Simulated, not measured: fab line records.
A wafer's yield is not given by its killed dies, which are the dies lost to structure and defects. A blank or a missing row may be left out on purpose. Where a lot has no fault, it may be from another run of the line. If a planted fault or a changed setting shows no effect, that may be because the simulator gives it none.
Which of the tools did it?    flow rit-cmos    42 wafers from 14 lots sampled at 2 of the route's 202 steps

## WHAT EACH GAUGE READ, for each wafer
RIT_M1_CD_MEAS_90: the cd target is 2600 nm.
lot   measured     on         cd-nm (nm)
L268  day 3 12:32  cd-sem-02  2600.3 2597.9 2597.5
L269  day 3 15:43  cd-sem-02  2600.9 2593.8 2599.5
L270  day 3 19:26  cd-sem-02  2601.2 2603.1 2603.1
L273  day 4 11:16  cd-sem-01  2601.0 2598.5 2598.1
L274  day 4 20:49  cd-sem-02  2587.8 2588.3 2589.2
L275  day 5 00:41  cd-sem-01  2603.3 2601.7 2603.4
L277  day 5 09:07  cd-sem-02  2600.5 2590.4 2590.0
L281  day 6 07:11  cd-sem-01  2599.2 2596.7 2597.3
L282  day 6 12:17  cd-sem-02  2600.2 2601.9 2605.4
L284  day 6 17:43  cd-sem-02  2598.5 2597.1 2598.7
L287  day 7 08:34  cd-sem-01  2593.5 2600.1 2594.7
L288  day 7 16:26  cd-sem-02  2596.4 2601.4 2599.0
L289  day 8 05:00  cd-sem-02  2601.9 2600.4 2600.2
L291  day 8 06:59  cd-sem-02  2595.5 2593.2 2595.7

## TOOL THAT RAN EACH LOT (tool first, then ch and the chambers of the sampled wafers, then the start)
lot   RIT_M1_METAL_ETCH_12
L268  rie-metal-04 ch 0,1, day 3 12:01
L269  rie-metal-01 ch 0,1, day 3 15:14
L270  rie-metal-02 ch 0,1, day 3 18:54
L273  rie-metal-02 ch 0,1, day 4 10:45
L274  rie-metal-04 ch 0, day 4 20:17
L275  rie-metal-01 ch 0,1, day 5 00:10
L277  rie-metal-04 ch 0,1, day 5 08:36
L281  rie-metal-01 ch 0, day 6 06:39
L282  rie-metal-02 ch 0,1, day 6 11:46
L284  rie-metal-02 ch 0, day 6 17:11
L287  rie-metal-02 ch 0,1, day 7 08:02
L288  rie-metal-01 ch 0,1, day 7 15:55
L289  rie-metal-02 ch 0,1, day 8 04:19
L291  rie-metal-04 ch 0,1, day 8 06:29
- RIT_M1_METAL_ETCH_12: etches Al in Cl2/BCl3, stops on SiO2, time 165 s, target depth 600 nm.

## AS READ BY THE TOOLS THEMSELVES (means over the sampled wafers that have a number; for cases with no such wafer, the mark the record gives instead)
RIT_M1_METAL_ETCH_12.
lot   tool          drypump-motor-current-A (A)  oes-product-au (a.u.)  throttle-valve-pct (%)
L268  rie-metal-04  5.4                          0.749                  8.07
L269  rie-metal-01  6.4                          0.772                  8.03
L270  rie-metal-02  5.0                          0.766                  8.06
L273  rie-metal-02  5.2                          0.770                  8.04
L274  rie-metal-04  5.3                          0.657                  8.08
L275  rie-metal-01  6.4                          0.766                  8.04
L277  rie-metal-04  5.3                          0.688                  8.07
L281  rie-metal-01  6.4                          0.762                  8.11
L282  rie-metal-02  5.2                          0.767                  8.04
L284  rie-metal-02  4.9                          0.771                  8.07
L287  rie-metal-02  5.0                          0.763                  8.07
L288  rie-metal-01  6.4                          0.773                  8.04
L289  rie-metal-02  5.0                          0.761                  8.05
L291  rie-metal-04  5.4                          0.758                  8.06

## THE ANSWER, worked out from the rows above alone
Rule: usual is defined by the lots themselves. Put in order of their means at a reading, lots are off if they are a third of the lots or fewer, leave a main group of 4 or more, and stand apart from it by a gap of 3 or more times the standard deviation of the main group's means; of several such gaps the widest counts. A main group is skipped when, at the precision printed for the reading in the tables above, its means are all equal. Also off: a lot with no number at a reading for which 4 or more lots have one. All remaining lots with rows at the step are treated as sound. The gauges are gone through in route order, then the tools' own readings, and for those a lot's mean is taken as printed above. The first step at which some lot is off is used, and at that step the reading that is off furthest; a lot without a number counts as furthest.
Off at RIT_M1_METAL_ETCH_12 (oes-product-au): L274, L277. Main group: mean 0.765 a.u., sd 0.0065.
A tool fits if, at that step or a process step before it, it ran every lot that is off, and no sound lot after the first of them. Not one of the candidates tried fits.

## WHAT WAS PUT IN BY THE SIMULATOR
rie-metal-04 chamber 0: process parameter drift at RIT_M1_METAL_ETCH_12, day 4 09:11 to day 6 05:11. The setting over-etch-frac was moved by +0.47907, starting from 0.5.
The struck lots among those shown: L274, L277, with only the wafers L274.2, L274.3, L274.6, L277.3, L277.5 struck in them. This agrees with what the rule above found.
